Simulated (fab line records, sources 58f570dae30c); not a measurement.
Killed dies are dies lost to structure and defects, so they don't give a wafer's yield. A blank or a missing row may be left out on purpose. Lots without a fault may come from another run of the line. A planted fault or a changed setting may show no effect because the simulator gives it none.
Which tool did it? | flow berkeley_cmos170 | 7 lots, 21 wafers sampled, at 2 steps of a route of 331

WHAT THE GAUGES READ, wafer by wafer
UCB170_PWELL_THK_MEAS_03.
lot  | measured    | on            | PWELL_OXIDE_THK (nm)
L336 | day 3 14:27 | film_metro-02 | 27.4 27.4 27.4
L340 | day 4 20:28 | film_metro-02 | 21.9 21.2 21.0
L346 | day 6 04:34 | film_metro-04 | 26.2 26.5 26.3
L350 | day 6 23:49 | film_metro-04 | 27.0 27.2 27.3
L352 | day 7 07:48 | film_metro-02 | 26.2 26.1 26.2
L354 | day 7 12:22 | film_metro-04 | 27.1 27.0 27.2
L356 | day 7 18:53 | film_metro-01 | 27.4 27.4 26.6

WHICH TOOL RAN EACH LOT (tool, then ch and the chambers of the sampled wafers, then the start)
lot  | UCB170_PWELL_OXIDATION_02
L336 | furnace-02 ch 0, day 3 13:06
L340 | furnace-02 ch 0, day 4 19:07
L346 | furnace-01 ch 0, day 6 03:13
L350 | furnace-04 ch 0, day 6 22:28
L352 | furnace-01 ch 0, day 7 06:27
L354 | furnace-02 ch 0, day 7 11:01
L356 | furnace-04 ch 0, day 7 17:31
- UCB170_PWELL_OXIDATION_02: target thk 26.4 nm, ox time 1260 s.

THE ANSWER, worked out from the rows above alone
Rule: what is usual is taken from the lots themselves. Put in order of their means at a reading, lots are off if they are a third of the lots or fewer, leave a main group of 4 or more, and stand apart from it by a gap of 3 or more times the standard deviation of the main group's means; of several such gaps the widest counts. A main group whose means are all the same, to the digits that the tables above print for the reading, isn't used. A lot without any number at a reading at which 4 lots or more have one is off too. The other lots that the step has rows for count as sound.
Off: L340, at UCB170_PWELL_THK_MEAS_03 (PWELL_OXIDE_THK). The main group: mean 26.9 nm, standard deviation 0.46.
A tool fits if, at a process step before that reading, it ran every lot that is off, and no sound lot after the first of them. The gauges at UCB170_PWELL_THK_MEAS_03 are tried like those tools. None of those tried fits.

WHAT THE SIMULATOR HAD PUT IN
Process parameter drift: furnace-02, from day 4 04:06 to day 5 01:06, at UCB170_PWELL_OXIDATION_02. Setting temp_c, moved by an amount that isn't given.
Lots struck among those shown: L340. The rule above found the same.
